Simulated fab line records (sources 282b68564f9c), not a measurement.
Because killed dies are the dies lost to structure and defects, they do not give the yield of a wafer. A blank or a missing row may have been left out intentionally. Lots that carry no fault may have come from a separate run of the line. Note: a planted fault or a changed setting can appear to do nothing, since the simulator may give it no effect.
fab line records :: flow rit-cmos
record
  lots=6
  wafers=18
  last-day=7
route steps=202 shown NWELL@34 PWELL@39 M1@202
lots with no fault: from the same line, run without faults
start-h: the number of hours between the record's first day and the start of the first shown wafer of the lot :: wait-h: hours elapsed since this lot's preceding step :: " as in the row above :: L1.1+2: a single row standing in for several wafers :: - no value present, or no start provided :: * or withheld: withheld :: < > ~ a bound
route shown NAME@n: NAME is a module with steps in the file, n the number in the route of the first one :: usual: mean/standard deviation of fault-free wafers :: same: alike in all rows :: chamber/n: place in a boat :: sites: readings site by site :: _std_site: the values' standard deviation :: _edge_site: the outer-site mean with the inner-site mean subtracted :: radius-mm: for every site, how far away it sits from the centre of the wafer :: mask NAME#n: copy n :: behind: the tool/chamber that last shaped the wafer :: hold: what put the lot on hold/how long, in hours/how the hold closed :: device: whichever transistor did not switch (one of n, p or np) :: end of line: tests of these same wafers at the route's end :: a step with no rows: only its recipe :: killed: not the wafer's yield, but the dies lost to structure and defects at the first sort :: map: the dies of a wafer, with x for killed, . for not killed, _ for no die there
set.NAME: setting as actually run; set.NAME@STEP: the setting as run at that earlier step :: model.NAME: the simulator's own value behind a step, which no gauge read
certain route steps with their lots: each step a table, each wafer a row
services: a tool's chamber out of use, with start hour (start-h, from the record's first day; less than 0 if before it), hours out, and reason
## steps
# step RIT_NWELL_OVL_MEAS_06
# usual
  NWELL_OVL=-0.2/1.5
lot.wafer: L241.1
tool: overlay-01
chamber: -
start-h: 22.70
wait-h: -
NWELL_OVL[nm]: -0.6

lot.wafer: L241.2
tool: overlay-01
chamber: -
start-h: 22.70
wait-h: -
NWELL_OVL[nm]: -0.8

lot.wafer: L241.6
tool: overlay-01
chamber: -
start-h: 22.70
wait-h: -
NWELL_OVL[nm]: 0.5

lot.wafer: L244.1
tool: overlay-02
chamber: -
start-h: 37.74
wait-h: -
NWELL_OVL[nm]: -0.3

lot.wafer: L244.3
tool: overlay-02
chamber: -
start-h: 37.74
wait-h: -
NWELL_OVL[nm]: 0.3

lot.wafer: L244.5
tool: overlay-02
chamber: -
start-h: 37.74
wait-h: -
NWELL_OVL[nm]: 0.6

lot.wafer: L251.1
tool: overlay-01
chamber: -
start-h: 73.72
wait-h: -
NWELL_OVL[nm]: 0.1

lot.wafer: L251.3
tool: overlay-01
chamber: -
start-h: 73.72
wait-h: -
NWELL_OVL[nm]: 0.4

lot.wafer: L251.4
tool: overlay-01
chamber: -
start-h: 73.72
wait-h: -
NWELL_OVL[nm]: 1.9

lot.wafer: L252.3
tool: overlay-01
chamber: -
start-h: 76.64
wait-h: -
NWELL_OVL[nm]: -1.8

lot.wafer: L252.4
tool: overlay-01
chamber: -
start-h: 76.64
wait-h: -
NWELL_OVL[nm]: -2.4

lot.wafer: L252.5
tool: overlay-01
chamber: -
start-h: 76.64
wait-h: -
NWELL_OVL[nm]: 0.2

lot.wafer: L256.1
tool: overlay-01
chamber: -
start-h: 96.24
wait-h: -
NWELL_OVL[nm]: -2.2

lot.wafer: L256.3
tool: overlay-01
chamber: -
start-h: 96.24
wait-h: -
NWELL_OVL[nm]: -1.3

lot.wafer: L256.6
tool: overlay-01
chamber: -
start-h: 96.24
wait-h: -
NWELL_OVL[nm]: -2.7

lot.wafer: L260.2
tool: overlay-02
chamber: -
start-h: 117.03
wait-h: -
NWELL_OVL[nm]: 0.3

lot.wafer: L260.3
tool: overlay-02
chamber: -
start-h: 117.03
wait-h: -
NWELL_OVL[nm]: -0.5

lot.wafer: L260.4
tool: overlay-02
chamber: -
start-h: 117.03
wait-h: -
NWELL_OVL[nm]: -0.9
# step RIT_NWELL_HARDBAKE_07
# recipe
  resist=NOVOLAK
  temp-c=140
  time-s=120
# step RIT_NWELL_IMPLANT_08
# recipe
  species=P
  energy-kev=170
  dose-cm2=5.076e+13
  tilt-deg=7
# step RIT_NWELL_STRIP_09
# recipe
  chemistry=O2
  time-s=180
  resist=NOVOLAK
  platen-temp-c=withheld
  power-w=500
  pressure-mtorr=4000
  o2-flow-sccm=4000
# usual
  drypump-motor-current-A=6.0/0.5
# same
  time-s=180
lot.wafer: L241.1
tool: plasma-asher-01
chamber: 0
start-h: 23.14
wait-h: 0.1
drypump-motor-current-A: 5.5
rf-hours-counter-h: 39

lot.wafer: L241.2
tool: plasma-asher-01
chamber: 1
start-h: 23.14
wait-h: 0.1
drypump-motor-current-A: 6.6
rf-hours-counter-h: 39

lot.wafer: L241.6
tool: plasma-asher-01
chamber: 1
start-h: 23.14
wait-h: 0.1
drypump-motor-current-A: 6.5
rf-hours-counter-h: -

lot.wafer: L244.1
tool: plasma-asher-01
chamber: 1
start-h: 38.17
wait-h: 0.1
drypump-motor-current-A: 6.5
rf-hours-counter-h: 41

lot.wafer: L244.3
tool: plasma-asher-01
chamber: 1
start-h: 38.17
wait-h: 0.1
drypump-motor-current-A: 6.5
rf-hours-counter-h: -

lot.wafer: L244.5
tool: plasma-asher-01
chamber: 1
start-h: 38.17
wait-h: 0.1
drypump-motor-current-A: 6.5
rf-hours-counter-h: -

lot.wafer: L251.1
tool: plasma-asher-01
chamber: 1
start-h: 74.16
wait-h: 0.1
drypump-motor-current-A: 6.5
rf-hours-counter-h: 45

lot.wafer: L251.3
tool: plasma-asher-01
chamber: 1
start-h: 74.16
wait-h: 0.1
drypump-motor-current-A: 6.5
rf-hours-counter-h: -

lot.wafer: L251.4
tool: plasma-asher-01
chamber: 0
start-h: 74.16
wait-h: 0.1
drypump-motor-current-A: 5.5
rf-hours-counter-h: -

lot.wafer: L252.3
tool: plasma-asher-03
chamber: 1
start-h: 77.20
wait-h: 0.1
drypump-motor-current-A: 6.6
rf-hours-counter-h: -

lot.wafer: L252.4
tool: plasma-asher-03
chamber: 0
start-h: 77.20
wait-h: 0.1
drypump-motor-current-A: 6.2
rf-hours-counter-h: -

lot.wafer: L252.5
tool: plasma-asher-03
chamber: 1
start-h: 77.20
wait-h: 0.1
drypump-motor-current-A: 6.6
rf-hours-counter-h: -

lot.wafer: L256.1
tool: plasma-asher-01
chamber: 1
start-h: 96.68
wait-h: 0.1
drypump-motor-current-A: 6.5
rf-hours-counter-h: 48

lot.wafer: L256.3
tool: plasma-asher-01
chamber: 1
start-h: 96.68
wait-h: 0.1
drypump-motor-current-A: 6.6
rf-hours-counter-h: -

lot.wafer: L256.6
tool: plasma-asher-01
chamber: 1
start-h: 96.68
wait-h: 0.1
drypump-motor-current-A: 6.6
rf-hours-counter-h: -

lot.wafer: L260.2
tool: plasma-asher-04
chamber: 1
start-h: 117.46
wait-h: 0.1
drypump-motor-current-A: 5.3
rf-hours-counter-h: 34

lot.wafer: L260.3
tool: plasma-asher-04
chamber: 1
start-h: 117.46
wait-h: 0.1
drypump-motor-current-A: 5.3
rf-hours-counter-h: -

lot.wafer: L260.4
tool: plasma-asher-04
chamber: 0
start-h: 117.46
wait-h: 0.1
drypump-motor-current-A: 6.3
rf-hours-counter-h: -
# step RIT_NWELL_TW_MEAS_10
# usual
  NWELL_TW=2149/16
lot.wafer: L241.1
tool: film-metro-02
chamber: -
start-h: 23.31
wait-h: 0.1
NWELL_TW: 2167

lot.wafer: L241.2
tool: film-metro-02
chamber: -
start-h: 23.31
wait-h: 0.1
NWELL_TW: 2164

lot.wafer: L241.6
tool: film-metro-02
chamber: -
start-h: 23.31
wait-h: 0.1
NWELL_TW: 2174

lot.wafer: L244.1
tool: film-metro-02
chamber: -
start-h: 38.35
wait-h: 0.1
NWELL_TW: 2161

lot.wafer: L244.3
tool: film-metro-02
chamber: -
start-h: 38.35
wait-h: 0.1
NWELL_TW: 2163

lot.wafer: L244.5
tool: film-metro-02
chamber: -
start-h: 38.35
wait-h: 0.1
NWELL_TW: 2176

lot.wafer: L251.1
tool: film-metro-04
chamber: -
start-h: 74.33
wait-h: 0.1
NWELL_TW: 2151

lot.wafer: L251.3
tool: film-metro-04
chamber: -
start-h: 74.33
wait-h: 0.1
NWELL_TW: 2140

lot.wafer: L251.4
tool: film-metro-04
chamber: -
start-h: 74.33
wait-h: 0.1
NWELL_TW: 2137

lot.wafer: L252.3
tool: film-metro-04
chamber: -
start-h: 77.33
wait-h: 0.1
NWELL_TW: 2136

lot.wafer: L252.4
tool: film-metro-04
chamber: -
start-h: 77.33
wait-h: 0.1
NWELL_TW: 2136

lot.wafer: L252.5
tool: film-metro-04
chamber: -
start-h: 77.33
wait-h: 0.1
NWELL_TW: 2135

lot.wafer: L256.1
tool: film-metro-03
chamber: -
start-h: 96.85
wait-h: 0.1
NWELL_TW: 2161

lot.wafer: L256.3
tool: film-metro-03
chamber: -
start-h: 96.85
wait-h: 0.1
NWELL_TW: 2160

lot.wafer: L256.6
tool: film-metro-03
chamber: -
start-h: 96.85
wait-h: 0.1
NWELL_TW: 2142

lot.wafer: L260.2
tool: film-metro-04
chamber: -
start-h: 117.65
wait-h: 0.1
NWELL_TW: 2143

lot.wafer: L260.3
tool: film-metro-04
chamber: -
start-h: 117.65
wait-h: 0.1
NWELL_TW: 2146

lot.wafer: L260.4
tool: film-metro-04
chamber: -
start-h: 117.65
wait-h: 0.1
NWELL_TW: 2132
# step RIT_PWELL_HMDS_00
# recipe
  prime-time-s=60
  prime-temp-c=140
# step RIT_PWELL_COAT_01
# recipe
  resist=NOVOLAK
  spin-rpm=2000
  resist-thk-nm=1300
# step RIT_PWELL_SOFTBAKE_02
# recipe
  resist=NOVOLAK
  temp-c=90
  time-s=60
# step RIT_PWELL_EXPOSE_03
# recipe
  mask-id=M3
  na=0.57
  target-cd-nm=43700
  dose-mj=250
# step RIT_PWELL_PEB_04
# recipe
  resist=NOVOLAK
  temp-c=withheld
  time-s=withheld
# step RIT_PWELL_DEVELOP_05
# recipe
  resist=NOVOLAK
  develop-time-s=68
  dev-temp-c=23
# step RIT_PWELL_OVL_MEAS_06
# usual
  PWELL_OVL=0.0/1.3
lot.wafer: L241.1
tool: overlay-02
chamber: -
start-h: 24.42
wait-h: -
PWELL_OVL[nm]: -0.8

lot.wafer: L241.2
tool: overlay-02
chamber: -
start-h: 24.42
wait-h: -
PWELL_OVL[nm]: -0.6

lot.wafer: L241.6
tool: overlay-02
chamber: -
start-h: 24.42
wait-h: -
PWELL_OVL[nm]: -0.9

lot.wafer: L244.1
tool: overlay-02
chamber: -
start-h: 39.29
wait-h: -
PWELL_OVL[nm]: 0.2

lot.wafer: L244.3
tool: overlay-02
chamber: -
start-h: 39.29
wait-h: -
PWELL_OVL[nm]: -0.8

lot.wafer: L244.5
tool: overlay-02
chamber: -
start-h: 39.29
wait-h: -
PWELL_OVL[nm]: 0.7

lot.wafer: L251.1
tool: overlay-01
chamber: -
start-h: 75.40
wait-h: -
PWELL_OVL[nm]: 0.0

lot.wafer: L251.3
tool: overlay-01
chamber: -
start-h: 75.40
wait-h: -
PWELL_OVL[nm]: -0.2

lot.wafer: L251.4
tool: overlay-01
chamber: -
start-h: 75.40
wait-h: -
PWELL_OVL[nm]: 0.1

lot.wafer: L252.3
tool: overlay-01
chamber: -
start-h: 78.26
wait-h: -
PWELL_OVL[nm]: -1.0

lot.wafer: L252.4
tool: overlay-01
chamber: -
start-h: 78.26
wait-h: -
PWELL_OVL[nm]: -1.1

lot.wafer: L252.5
tool: overlay-01
chamber: -
start-h: 78.26
wait-h: -
PWELL_OVL[nm]: -2.5

lot.wafer: L256.1
tool: overlay-01
chamber: -
start-h: 97.79
wait-h: -
PWELL_OVL[nm]: 1.0

lot.wafer: L256.3
tool: overlay-01
chamber: -
start-h: 97.79
wait-h: -
PWELL_OVL[nm]: -1.5

lot.wafer: L256.6
tool: overlay-01
chamber: -
start-h: 97.79
wait-h: -
PWELL_OVL[nm]: -0.8

lot.wafer: L260.2
tool: overlay-01
chamber: -
start-h: 118.71
wait-h: -
PWELL_OVL[nm]: 0.9

lot.wafer: L260.3
tool: overlay-01
chamber: -
start-h: 118.71
wait-h: -
PWELL_OVL[nm]: 1.5

lot.wafer: L260.4
tool: overlay-01
chamber: -
start-h: 118.71
wait-h: -
PWELL_OVL[nm]: 2.2
# step RIT_PWELL_HARDBAKE_07
# recipe
  resist=NOVOLAK
  temp-c=140
  time-s=120
# usual
  heater-power-total-W=52.02/0.068
  plate-temp-C=139.98/0.14
# same
  time-s=120
lot.wafer: L241.1
tool: litho-track-02
chamber: 0
start-h: 24.45
wait-h: 0.0
heater-power-total-W: 52.05
plate-temp-C: 140.08

lot.wafer: L241.2
tool: litho-track-02
chamber: 0
start-h: 24.45
wait-h: 0.0
heater-power-total-W: 52.00
plate-temp-C: 140.02

lot.wafer: L241.6
tool: litho-track-02
chamber: 0
start-h: 24.45
wait-h: 0.0
heater-power-total-W: 52.11
plate-temp-C: 140.00

lot.wafer: L244.1
tool: litho-track-02
chamber: 0
start-h: 39.32
wait-h: 0.0
heater-power-total-W: 52.06
plate-temp-C: 139.73

lot.wafer: L244.3
tool: litho-track-02
chamber: 0
start-h: 39.32
wait-h: 0.0
heater-power-total-W: 52.05
plate-temp-C: 139.73

lot.wafer: L244.5
tool: litho-track-02
chamber: 0
start-h: 39.32
wait-h: 0.0
heater-power-total-W: 52.08
plate-temp-C: 139.88

lot.wafer: L251.1
tool: litho-track-02
chamber: 0
start-h: 75.43
wait-h: 0.0
heater-power-total-W: 54.02
plate-temp-C: 143.71

lot.wafer: L251.3
tool: litho-track-02
chamber: 0
start-h: 75.43
wait-h: 0.0
heater-power-total-W: 53.91
plate-temp-C: 143.87

lot.wafer: L251.4
tool: litho-track-02
chamber: 0
start-h: 75.43
wait-h: 0.0
heater-power-total-W: 53.79
plate-temp-C: 143.83

lot.wafer: L252.3
tool: litho-track-02
chamber: 0
start-h: 78.37
wait-h: 0.1
heater-power-total-W: 54.04
plate-temp-C: 143.81

lot.wafer: L252.4
tool: litho-track-02
chamber: 0
start-h: 78.37
wait-h: 0.1
heater-power-total-W: 53.84
plate-temp-C: 143.94

lot.wafer: L252.5
tool: litho-track-02
chamber: 0
start-h: 78.37
wait-h: 0.1
heater-power-total-W: 54.01
plate-temp-C: 143.85

lot.wafer: L256.1
tool: litho-track-01
chamber: 0
start-h: 97.83
wait-h: 0.0
heater-power-total-W: 52.00
plate-temp-C: 140.17

lot.wafer: L256.3
tool: litho-track-01
chamber: 0
start-h: 97.83
wait-h: 0.0
heater-power-total-W: 51.96
plate-temp-C: 140.13

lot.wafer: L256.6
tool: litho-track-01
chamber: 0
start-h: 97.83
wait-h: 0.0
heater-power-total-W: 52.05
plate-temp-C: 139.90

lot.wafer: L260.2
tool: litho-track-01
chamber: 0
start-h: 118.78
wait-h: 0.1
heater-power-total-W: 52.00
plate-temp-C: 140.05

lot.wafer: L260.3
tool: litho-track-01
chamber: 0
start-h: 118.78
wait-h: 0.1
heater-power-total-W: 52.14
plate-temp-C: 139.84

lot.wafer: L260.4
tool: litho-track-01
chamber: 0
start-h: 118.78
wait-h: 0.1
heater-power-total-W: 52.01
plate-temp-C: 139.98
# step RIT_PWELL_IMPLANT_08
# recipe
  species=B
  energy-kev=170
  dose-cm2=7e+13
  tilt-deg=7
# step RIT_M1_PROBE_99
# usual
  killed_at_M0_to_M3=0.0/0.083
  killed-at-contacts=0.1/0.3
  killed-at-front-end=7/3.4
  killed-dies=7/3.4
  killed-open=3.6/2.1
  killed-short=3.5/2.1
# same
  gross-dies=264
  killed_at_M4_up=0
  killed-at-back-side=0
  killed-at-other=0
lot.wafer: L241.1
tool: prober-01
chamber: -
start-h: 59.47
wait-h: 0.1
killed_at_M0_to_M3: 0
killed-at-contacts: 0
killed-at-front-end: 7
killed-dies: 7
killed-open: 5
killed-short: 2

lot.wafer: L241.2
tool: prober-01
chamber: -
start-h: 59.52
wait-h: 0.1
killed_at_M0_to_M3: 0
killed-at-contacts: 0
killed-at-front-end: 5
killed-dies: 5
killed-open: 3
killed-short: 2

lot.wafer: L241.6
tool: prober-01
chamber: -
start-h: 59.72
wait-h: 0.2
killed_at_M0_to_M3: 0
killed-at-contacts: 0
killed-at-front-end: 3
killed-dies: 3
killed-open: 0
killed-short: 3

lot.wafer: L244.1
tool: prober-02
chamber: -
start-h: 77.34
wait-h: 0.1
killed_at_M0_to_M3: 0
killed-at-contacts: 0
killed-at-front-end: 5
killed-dies: 5
killed-open: 3
killed-short: 2

lot.wafer: L244.3
tool: prober-02
chamber: -
start-h: 77.44
wait-h: 0.2
killed_at_M0_to_M3: 0
killed-at-contacts: 2
killed-at-front-end: 3
killed-dies: 5
killed-open: 2
killed-short: 3

lot.wafer: L244.5
tool: prober-02
chamber: -
start-h: 77.54
wait-h: 0.2
killed_at_M0_to_M3: 0
killed-at-contacts: 0
killed-at-front-end: 1
killed-dies: 1
killed-open: 0
killed-short: 1

lot.wafer: L251.1
tool: prober-01
chamber: -
start-h: 112.09
wait-h: 0.1
killed_at_M0_to_M3: 0
killed-at-contacts: 0
killed-at-front-end: 6
killed-dies: 6
killed-open: 3
killed-short: 3

lot.wafer: L251.3
tool: prober-01
chamber: -
start-h: 112.19
wait-h: 0.2
killed_at_M0_to_M3: 0
killed-at-contacts: 0
killed-at-front-end: 7
killed-dies: 7
killed-open: 5
killed-short: 2

lot.wafer: L251.4
tool: prober-01
chamber: -
start-h: 112.24
wait-h: 0.2
killed_at_M0_to_M3: 0
killed-at-contacts: 1
killed-at-front-end: 9
killed-dies: 10
killed-open: 5
killed-short: 5

lot.wafer: L252.3
tool: prober-02
chamber: -
start-h: 118.83
wait-h: 0.2
killed_at_M0_to_M3: 0
killed-at-contacts: 0
killed-at-front-end: 13
killed-dies: 13
killed-open: 6
killed-short: 7

lot.wafer: L252.4
tool: prober-02
chamber: -
start-h: 118.88
wait-h: 0.2
killed_at_M0_to_M3: 0
killed-at-contacts: 0
killed-at-front-end: 4
killed-dies: 4
killed-open: 3
killed-short: 1

lot.wafer: L252.5
tool: prober-02
chamber: -
start-h: 118.93
wait-h: 0.2
killed_at_M0_to_M3: 0
killed-at-contacts: 0
killed-at-front-end: 9
killed-dies: 9
killed-open: 7
killed-short: 2

lot.wafer: L256.1
tool: prober-02
chamber: -
start-h: 133.00
wait-h: 0.1
killed_at_M0_to_M3: 0
killed-at-contacts: 0
killed-at-front-end: 5
killed-dies: 5
killed-open: 1
killed-short: 4

lot.wafer: L256.3
tool: prober-02
chamber: -
start-h: 133.10
wait-h: 0.2
killed_at_M0_to_M3: 0
killed-at-contacts: 0
killed-at-front-end: 8
killed-dies: 8
killed-open: 2
killed-short: 6

lot.wafer: L256.6
tool: prober-02
chamber: -
start-h: 133.25
wait-h: 0.2
killed_at_M0_to_M3: 1
killed-at-contacts: 0
killed-at-front-end: 4
killed-dies: 5
killed-open: 2
killed-short: 3

lot.wafer: L260.2
tool: prober-02
chamber: -
start-h: 160.13
wait-h: 0.1
killed_at_M0_to_M3: 0
killed-at-contacts: 0
killed-at-front-end: 6
killed-dies: 6
killed-open: 6
killed-short: 0

lot.wafer: L260.3
tool: prober-02
chamber: -
start-h: 160.18
wait-h: 0.2
killed_at_M0_to_M3: 0
killed-at-contacts: 0
killed-at-front-end: 2
killed-dies: 2
killed-open: 1
killed-short: 1

lot.wafer: L260.4
tool: prober-02
chamber: -
start-h: 160.23
wait-h: 0.2
killed_at_M0_to_M3: 0
killed-at-contacts: 0
killed-at-front-end: 4
killed-dies: 4
killed-open: 0
killed-short: 4
# killed by level:class
L241.1 SPACER:geometric-particle:open=3 SPACER:geometric-particle:short=2 GATE:geometric-particle:open=1 SILICIDE:geometric-particle:open=1
L241.2 GATE:geometric-particle:open=2 GATE:geometric-particle:short=1 REOX:geometric-particle:short=1 SPACER:geometric-particle:open=1
L241.6 GATE:geometric-particle:short=1 SPACER:geometric-particle:short=1 SILICIDE:geometric-particle:short=1
L244.1 FOX1:geometric-particle:open=2 FOX2:geometric-particle:short=1 REOX:geometric-particle:short=1 SILICIDE:geometric-particle:open=1
L244.3 FOX1:geometric-particle:open=1 GATE:geometric-particle:short=1 REOX:geometric-particle:short=1 CONTACT:geometric-particle:open=1 CONTACT:geometric-particle:short=1
L244.5 SPACER:geometric-particle:short=1
L251.1 GATE:geometric-particle:open=2 SPACER:geometric-particle:short=2 GATE:geometric-particle:short=1 SPACER:geometric-particle:open=1
L251.3 GATE:geometric-particle:open=3 FOX1:geometric-particle:short=1 REOX:geometric-particle:open=1 REOX:geometric-particle:short=1 SILICIDE:geometric-particle:open=1
L251.4 GATE:geometric-particle:short=2 REOX:geometric-particle:open=2 SPACER:geometric-particle:open=2 FOX1:geometric-particle:short=1 SPACER:geometric-particle:short=1 SILICIDE:geometric-particle:short=1 CONTACT:geometric-particle:open=1
L252.3 GATE:geometric-particle:open=4 GATE:geometric-particle:short=4 FOX1:geometric-particle:open=2 FOX1:geometric-particle:short=1 SPACER:geometric-particle:short=1 SILICIDE:geometric-particle:short=1
L252.4 FOX1:geometric-particle:open=2 FOX1:geometric-particle:short=1 GATE:geometric-particle:open=1
L252.5 GATE:geometric-particle:open=4 GATE:geometric-particle:short=2 SILICIDE:geometric-particle:open=2 FOX2:geometric-particle:open=1
L256.1 GATE:geometric-particle:short=2 FOX2:geometric-particle:short=1 REOX:geometric-particle:open=1 SPACER:geometric-particle:short=1
L256.3 GATE:geometric-particle:short=3 FOX1:geometric-particle:short=2 SPACER:geometric-particle:open=1 SILICIDE:geometric-particle:open=1 SILICIDE:geometric-particle:short=1
L256.6 FOX1:geometric-particle:short=1 FOX2:geometric-particle:short=1 GATE:geometric-particle:open=1 SILICIDE:geometric-particle:short=1 M1:geometric-particle:open=1
L260.2 GATE:geometric-particle:open=2 ACTIVE:geometric-particle:open=1 FOX1:geometric-particle:open=1 SPACER:geometric-particle:open=1 SILICIDE:geometric-particle:open=1
L260.3 FOX2:geometric-particle:short=1 SILICIDE:geometric-particle:open=1
L260.4 FOX2:geometric-particle:short=3 SILICIDE:geometric-particle:short=1
## services
tool: plasma-asher-04
chamber: -
start-h: 28.31
hours: 5.7
kind: repair

tool: plasma-asher-03
chamber: -
start-h: 70.37
hours: 1.0
kind: repair

tool: plasma-asher-03
chamber: -
start-h: 93.07
hours: 7.8
kind: repair
## key
first-sign
  step=RIT_PWELL_HARDBAKE_07
  reading=heater-power-total-W
  direction=up
  sigmas=28
  usual=52.02
  struck=53.93
effect
  step=RIT_PWELL_HARDBAKE_07
  reading=plate-temp-C
  direction=up
  sigmas=27
  usual=*
  struck=*
met-at RIT_PWELL_HARDBAKE_07
struck-wafers L251.1,L251.3,L251.4,L252.3,L252.4,L252.5
tester-left-out L251,L252
onset-between 39.32 75.43
fault
  kind=process-parameter-drift
  tool=litho-track-02
  chamber=-
  onset-h=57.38
  steps=RIT_PWELL_HARDBAKE_07
  channel=temp-c
  offset=*
  shape=step
  end-h=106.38
  acts-in=*
  stated=*
# tester-left-out: of these lots the tester's yield and bins aren't shown, on N5 and GAA mostly nor the transistor test; their killed dies are dies lost to structure and defects alone, not to doping, threshold or leakage, so they don't give the yield
